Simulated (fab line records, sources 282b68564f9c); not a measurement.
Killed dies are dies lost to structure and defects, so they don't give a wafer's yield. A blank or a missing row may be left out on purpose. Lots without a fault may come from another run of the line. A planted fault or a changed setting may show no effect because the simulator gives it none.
fab line records | flow rit_cmos
record lots=13 wafers=39 last_day=7
route steps=202 shown M1@184
lots that met no fault: from a run of the same line without faults
start_h: hours from the record's first day to the start of the lot's first wafer shown | wait_h: hours since the lot's step before | " the same as in the row above | L1.1+2: a row that stands for several wafers | - no value, or no start given | * or withheld: withheld | < > ~ a bound
route shown NAME@n: a module of which the file shows steps, and the number in the route of the first | usual: mean/standard deviation of fault-free wafers | same: alike in all rows | chamber/n: place in a boat | sites: the reading at each site | _std_site: their standard deviation | _edge_site: outer sites' mean less inner sites' | radius_mm: how far each site lies from the wafer's centre | mask NAME#n: copy n | behind: the tool/chamber that last shaped the wafer | hold: why the lot was held/for how many hours/how that ended | device: the transistor (n, p or np) that didn't switch | end of line: the same wafers' tests at the end of the route | a step without rows: its recipe alone | killed: dies lost to structure and defects at the first sort, not the wafer's yield | map: a wafer's dies, x killed, . not, _ none there
set.NAME: the setting as run; set.NAME@STEP: as run at that earlier step | model.NAME: the simulator's own value behind a step, which no gauge read
steps of the route over a sample of lots; a table a step, a row a wafer
services: from which hour (start_h, from the record's first day; less than 0 if before it) a tool's chamber was out of use, for how many hours, and why
## steps
# step RIT_M1_SPUTTER_00
# recipe material=Al target_thk_nm=400 power_w=2000 chamber_pressure_pa=0.4 gas=Ar time_s=500 substrate_temp_c=25
# usual throttle_valve_pct=30.3/0.91
# columns lot.wafer tool chamber start_h wait_h throttle_valve_pct
L284.1 pvd_sputter-01 - 57.76 0.0 30.0
L284.4 " - " " 30.9
L284.5 " - " " 30.3
L286.1 pvd_sputter-03 - 66.22 0.0 31.3
L286.2 " - " " 30.4
L286.4 " - " " 30.6
L287.2 pvd_sputter-04 - 69.44 0.0 30.2
L287.3 " - " " 28.4
L287.5 " - " " 28.6
L288.1 pvd_sputter-03 - 75.31 0.0 31.5
L288.5 " - " " 31.0
L288.6 " - " " 29.7
L289.1 pvd_sputter-04 - 82.16 0.0 30.3
L289.4 " - " " 30.3
L289.5 " - " " 31.0
L291.1 pvd_sputter-04 - 93.14 0.0 31.1
L291.5 " - " " 28.3
L291.6 " - " " 30.2
L292.2 pvd_sputter-03 - 97.13 0.0 29.6
L292.4 " - " " 31.2
L292.5 " - " " 30.4
L294.2 pvd_sputter-03 - 110.93 0.0 30.4
L294.3 " - " " 29.3
L294.4 " - " " 30.6
L295.2 pvd_sputter-04 - 115.79 0.0 30.5
L295.5 " - " " 28.2
L295.6 " - " " 30.2
L302.2 pvd_sputter-01 - 148.07 0.0 30.4
L302.3 " - " " 30.2
L302.5 " - " " 31.2
L303.3 pvd_sputter-04 - 150.00 0.0 30.4
L303.4 " - " " 30.8
L303.6 " - " " 30.4
L305.2 pvd_sputter-04 - 164.05 0.0 30.4
L305.5 " - " " 30.9
L305.6 " - " " 30.0
L307.4 pvd_sputter-04 - 171.06 0.0 28.2
L307.5 " - " " 28.3
L307.6 " - " " 30.3
# step RIT_M1_RS_MEAS_01
# recipe thk_meas_gauge=four-point-probe reads=Al_of_M1_SPUTTER_00
# usual M1_AL_RS=0.0732/0.00083
# columns lot.wafer tool chamber start_h wait_h M1_AL_RS[ohm/sq]
L284.1 film_metro-01 - 58.10 0.2 0.0744
L284.4 " - " " 0.0747
L284.5 " - " " 0.0742
L286.1 film_metro-04 - 66.51 0.1 0.0734
L286.2 " - " " 0.0727
L286.4 " - " " 0.0724
L287.2 film_metro-01 - 69.75 0.2 0.0749
L287.3 " - " " 0.0746
L287.5 " - " " 0.0742
L288.1 film_metro-01 - 75.61 0.1 0.0741
L288.5 " - " " 0.0738
L288.6 " - " " 0.0742
L289.1 film_metro-01 - 82.45 0.1 0.0731
L289.4 " - " " 0.0723
L289.5 " - " " 0.0724
L291.1 film_metro-04 - 93.43 0.1 0.0736
L291.5 " - " " 0.0729
L291.6 " - " " 0.0735
L292.2 film_metro-04 - 97.45 0.2 0.0737
L292.4 " - " " 0.0739
L292.5 " - " " 0.0728
L294.2 film_metro-04 - 111.25 0.2 0.0719
L294.3 " - " " 0.1175
L294.4 " - " " 0.0717
L295.2 film_metro-03 - 116.10 0.2 0.0738
L295.5 " - " " 0.0731
L295.6 " - " " 0.0738
L302.2 film_metro-03 - 148.39 0.2 0.0743
L302.3 " - " " 0.0733
L302.5 " - " " 0.0739
L303.3 film_metro-01 - 150.34 0.2 0.0740
L303.4 " - " " 0.0740
L303.6 " - " " 0.0741
L305.2 film_metro-03 - 164.36 0.2 0.0748
L305.5 " - " " 0.0745
L305.6 " - " " 0.0742
L307.4 film_metro-01 - 171.42 0.2 0.0720
L307.5 " - " " 0.0717
L307.6 " - " " 0.0727
# step RIT_M1_THK_MEAS_02
# recipe thk_meas_gauge=xrf reads=Al_of_M1_SPUTTER_00
# usual M1_AL_THK=392/5
# columns lot.wafer tool chamber start_h wait_h M1_AL_THK[nm]
L284.1 film_metro-01 - 58.22 0.1 387
L284.4 " - " " 383
L284.5 " - " " 389
L286.1 film_metro-04 - 66.63 0.1 390
L286.2 " - " " 394
L286.4 " - " " 395
L287.2 film_metro-01 - 69.86 0.1 381
L287.3 " - " " 384
L287.5 " - " " 386
L288.1 film_metro-01 - 75.73 0.1 388
L288.5 " - " " 389
L288.6 " - " " 387
L289.1 film_metro-01 - 82.57 0.1 393
L289.4 " - " " 399
L289.5 " - " " 396
L291.1 film_metro-04 - 93.55 0.1 388
L291.5 " - " " 392
L291.6 " - " " 389
L292.2 film_metro-04 - 97.56 0.1 388
L292.4 " - " " 387
L292.5 " - " " 393
L294.2 film_metro-04 - 111.36 0.1 398
L294.3 " - " " 248
L294.4 " - " " 400
L295.2 film_metro-03 - 116.21 0.1 390
L295.5 " - " " 391
L295.6 " - " " 386
L302.2 film_metro-03 - 148.50 0.1 385
L302.3 " - " " 391
L302.5 " - " " 386
L303.3 film_metro-01 - 150.44 0.1 387
L303.4 " - " " 386
L303.6 " - " " 390
L305.2 film_metro-03 - 164.47 0.1 380
L305.5 " - " " 383
L305.6 " - " " 382
L307.4 film_metro-01 - 171.51 0.1 397
L307.5 " - " " 400
L307.6 " - " " 399
# step RIT_M1_METAL_ETCH_12
# recipe stop_on=SiO2 chemistry=Cl2/BCl3 target=Al time_s=165 over_etch_frac=0.5 pressure_mtorr=100 target_depth_a=6000 rf_w=250 Cl2_flow_sccm=60 bcl3_flow_sccm=50
# usual drypump_motor_current_A=5.6/0.37 oes_product_au=0.776/0.012 throttle_valve_pct=8.29/0.14
# columns lot.wafer tool chamber start_h wait_h drypump_motor_current_A oes_product_au rf_hours_counter_h throttle_valve_pct
L284.1 rie_metal-03 0 59.74 0.2 6.2 0.762 1 8.34
L284.4 " 1 " " 5.2 0.759 - 8.17
L284.5 " 1 " " 5.2 0.758 - 8.18
L286.1 rie_metal-04 1 68.10 0.2 5.6 0.785 2 8.11
L286.2 " 1 " " 5.6 0.790 - 8.11
L286.4 " 1 " " 5.6 0.790 - 8.12
L287.2 rie_metal-03 1 71.29 0.2 5.2 0.757 1 8.18
L287.3 " 0 " " 6.2 0.772 - 8.35
L287.5 " 0 " " 6.2 0.770 - 8.34
L288.1 rie_metal-02 0 77.07 0.2 5.7 0.757 35 8.23
L288.5 " 1 " " 5.1 0.771 - 8.42
L288.6 " 0 " " 5.7 0.753 - 8.25
L289.1 rie_metal-04 0 83.92 0.2 5.6 0.800 2 8.51
L289.4 " 0 " " 5.7 0.817 - 8.53
L289.5 " 1 " " 5.6 0.780 - 8.11
L291.1 rie_metal-02 1 95.02 0.2 5.1 0.763 33 8.41
L291.5 " 1 " " 5.1 0.764 - 8.42
L291.6 " 0 " " 5.7 0.761 - 8.24
L292.2 rie_metal-04 0 99.27 0.2 5.7 0.795 3 8.53
L292.4 " 0 " " 5.6 0.796 - 8.54
L292.5 " 0 " " 5.7 0.800 - 8.52
L294.2 rie_metal-02 0 112.69 0.2 5.7 0.772 36 8.24
L294.3 " 1 " " 5.1 0.608 - 8.43
L294.4 " 0 " " 5.7 0.769 - 8.23
L295.2 rie_metal-04 0 117.71 0.2 5.6 0.790 3 8.52
L295.5 " 1 " " 5.6 0.785 - 8.11
L295.6 " 0 " " 5.6 0.799 - 8.52
L302.2 rie_metal-04 1 149.96 0.2 5.6 0.773 4 8.09
L302.3 " 0 " " 5.6 0.798 - 8.51
L302.5 " 0 " " 5.6 0.796 - 8.53
L303.3 rie_metal-03 1 151.82 0.2 5.2 0.769 - 8.18
L303.4 " 0 " " 6.2 0.764 - 8.33
L303.6 " 0 " " 6.2 0.776 - 8.35
L305.2 rie_metal-04 0 165.93 0.2 5.6 0.789 3 8.53
L305.5 " 0 " " 5.7 0.790 - 8.52
L305.6 " 1 " " 5.6 0.771 - 8.12
L307.4 rie_metal-02 0 172.88 0.1 5.7 0.780 - 8.24
L307.5 " 1 " " 5.1 0.785 - 8.44
L307.6 " 0 " " 5.7 0.780 - 8.25
# step RIT_M1_PROBE_99
# usual defect_limited_yield=97.5/1 killed_at_contacts=0.1/0.34 killed_at_front_end=6.6/2.7 killed_dies=6.7/2.7 killed_open=3.5/1.9 killed_short=3.1/1.8 sort_bin_3_pad_short=0.1/0.2 sort_bin_5_function=1.5/0.74 sort_bin_6_memory=0.9/0.57 sort_n_pass=257.3/2.7 sort_yield_pct=97.5/1
# same gross_dies=264 killed_at_M0_to_M3=0 killed_at_M4_up=0 killed_at_back_side=0 killed_at_other=0
# columns lot.wafer tool chamber start_h wait_h defect_limited_yield[%] killed_at_contacts killed_at_front_end killed_dies killed_open killed_short sort_bin_3_pad_short[%] sort_bin_5_function[%] sort_bin_6_memory[%] sort_n_pass sort_yield_pct[%]
L287.2 prober-02 - 73.65 0.1 98.1 0 5 5 3 2 0 1.1 0.8 259.0 98.1
L287.3 prober-02 - 73.70 0.2 97.7 0 6 6 4 2 0 0.8 1.5 258.0 97.7
L287.5 prober-02 - 73.80 0.2 97.7 0 6 6 4 2 0 1.5 0.8 258.0 97.7
L291.1 prober-02 - 97.29 0.1 96.2 0 10 10 5 5 0 2.3 1.5 254.0 96.2
L291.5 prober-02 - 97.49 0.2 97.0 0 8 8 6 2 0.4 1.1 1.5 256.0 97.0
L291.6 prober-02 - 97.54 0.2 99.2 0 2 2 1 1 0 0.4 0.4 262.0 99.2
L292.2 prober-01 - 101.57 0.1 97.7 0 6 6 4 2 0 1.1 1.1 258.0 97.7
L292.4 prober-01 - 101.67 0.2 98.9 0 3 3 1 2 0 0.8 0.4 261.0 98.9
L292.5 prober-01 - 101.72 0.2 96.2 0 10 10 7 3 0.4 2.3 1.1 254.0 96.2
L294.2 prober-01 - 115.00 0.1 97.7 0 6 6 2 4 0 1.9 0.4 258.0 97.7
L294.3 prober-01 - 115.05 0.2 98.1 0 5 5 3 2 0 1.1 0.8 259.0 98.1
L294.4 prober-01 - 115.10 0.2 97.7 0 6 6 5 1 0 1.1 1.1 258.0 97.7
L295.2 prober-02 - 120.01 0.1 98.1 0 5 5 1 4 0 0.4 1.5 259.0 98.1
L295.5 prober-02 - 120.16 0.2 98.1 0 5 5 2 3 0 1.1 0.8 259.0 98.1
L295.6 prober-02 - 120.21 0.2 97.7 0 6 6 4 2 0 1.9 0.4 258.0 97.7
L302.2 prober-01 - 152.26 0.1 97.7 0 6 6 1 5 0.4 0.8 1.1 258.0 97.7
L302.3 prober-01 - 152.31 0.2 98.1 0 5 5 3 2 0 1.5 0.4 259.0 98.1
L302.5 prober-01 - 152.41 0.2 97.7 0 6 6 1 5 0 1.5 0.8 258.0 97.7
L303.3 prober-02 - 154.12 0.2 97.0 1 7 8 6 2 0 2.7 0.4 256.0 97.0
L303.4 prober-02 - 154.17 0.2 97.3 0 7 7 5 2 0 1.9 0.8 257.0 97.3
L303.6 prober-02 - 154.27 0.2 96.2 2 8 10 6 4 0 2.3 1.5 254.0 96.2
# killed by level:class
L287.2 GATE:geometric_particle:open=2 FOX1:geometric_particle:open=1 GATE:geometric_particle:short=1 SILICIDE:geometric_particle:short=1
L287.3 GATE:geometric_particle:open=2 FOX1:geometric_particle:open=1 FOX1:geometric_particle:short=1 SILICIDE:geometric_particle:short=1 SILICIDE:geometric_particle:open=1
L287.5 GATE:geometric_particle:short=2 SILICIDE:geometric_particle:open=2 GATE:geometric_particle:open=1 REOX:geometric_particle:open=1
L291.1 FOX1:geometric_particle:short=4 FOX1:geometric_particle:open=3 GATE:geometric_particle:open=2 GATE:geometric_particle:short=1
L291.5 GATE:geometric_particle:open=3 FOX1:geometric_particle:open=2 FOX1:geometric_particle:short=1 FOX2:geometric_particle:short=1 SPACER:geometric_particle:open=1
L291.6 GATE:geometric_particle:open=1 SILICIDE:geometric_particle:short=1
L292.2 GATE:geometric_particle:open=2 REOX:geometric_particle:open=2 REOX:geometric_particle:short=1 SILICIDE:geometric_particle:short=1
L292.4 FOX2:geometric_particle:short=1 GATE:geometric_particle:open=1 GATE:geometric_particle:short=1
L292.5 GATE:geometric_particle:open=4 GATE:geometric_particle:short=3 SPACER:geometric_particle:open=2 REOX:geometric_particle:open=1
L294.2 GATE:geometric_particle:short=2 SPACER:geometric_particle:open=2 REOX:geometric_particle:short=1 SILICIDE:geometric_particle:short=1
L294.3 GATE:geometric_particle:open=2 GATE:geometric_particle:short=1 SPACER:geometric_particle:open=1 REOX:geometric_particle:short=1
L294.4 FOX2:geometric_particle:open=2 GATE:geometric_particle:open=2 REOX:geometric_particle:short=1 REOX:geometric_particle:open=1
L295.2 GATE:geometric_particle:short=2 FOX1:geometric_particle:short=1 REOX:geometric_particle:open=1 SILICIDE:geometric_particle:short=1
L295.5 SPACER:geometric_particle:short=2 GATE:geometric_particle:short=1 REOX:geometric_particle:open=1 SILICIDE:geometric_particle:open=1
L295.6 GATE:geometric_particle:open=3 SILICIDE:geometric_particle:short=2 SPACER:geometric_particle:open=1
L302.2 FOX1:geometric_particle:short=2 GATE:geometric_particle:short=2 FOX2:geometric_particle:open=1 REOX:geometric_particle:short=1
L302.3 GATE:geometric_particle:short=2 FOX2:geometric_particle:open=1 GATE:geometric_particle:open=1 REOX:geometric_particle:open=1
L302.5 REOX:geometric_particle:short=3 FOX2:geometric_particle:short=1 SPACER:geometric_particle:short=1 SILICIDE:geometric_particle:open=1
L303.3 GATE:geometric_particle:open=2 FOX2:geometric_particle:short=1 REOX:geometric_particle:open=1 SPACER:geometric_particle:open=1 SPACER:geometric_particle:short=1 SILICIDE:geometric_particle:open=1 CONTACT:geometric_particle:open=1
L303.4 FOX1:geometric_particle:open=2 FOX1:geometric_particle:short=2 SPACER:geometric_particle:open=2 GATE:geometric_particle:open=1
L303.6 GATE:geometric_particle:open=3 GATE:geometric_particle:short=3 FOX1:geometric_particle:open=1 SILICIDE:geometric_particle:open=1 CONTACT:geometric_particle:open=1 CONTACT:geometric_particle:short=1
## services
# columns tool chamber start_h hours kind
pvd_sputter-03 - 48.65 8.4 repair
rie_metal-04 - 55.02 1.2 repair
rie_metal-04 0 59.78 19.7 repair
pvd_sputter-04 - 127.96 1.3 repair
rie_metal-02 - 136.12 20.0 pm
rie_metal-02 0 136.12 20.0 vent_cycle
rie_metal-02 1 136.12 20.0 vent_cycle
rie_metal-02 0 156.12 - clean
rie_metal-02 1 156.12 - clean
rie_metal-04 - 163.67 0.2 repair
## key
first_sign step=RIT_M1_RS_MEAS_01 reading=M1_AL_RS direction=up sigmas=54 usual=0.0732 struck=0.1175
effect step=RIT_M1_THK_MEAS_02 reading=M1_AL_THK direction=down sigmas=29 usual=392 struck=248
effect step=RIT_M1_METAL_ETCH_12 reading=oes_product_au direction=down sigmas=14 usual=0.776 struck=0.608
met_at RIT_M1_SPUTTER_00
struck_lots L294
struck_wafers L294.3
onset_between 97.13 110.93
fault kind=process_parameter_drift tool=pvd_sputter-03 chamber=- onset_h=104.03 steps=RIT_M1_SPUTTER_00 channel=time_s offset=* shape=step end_h=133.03 acts_in=* stated=* scope=struck_wafers_only
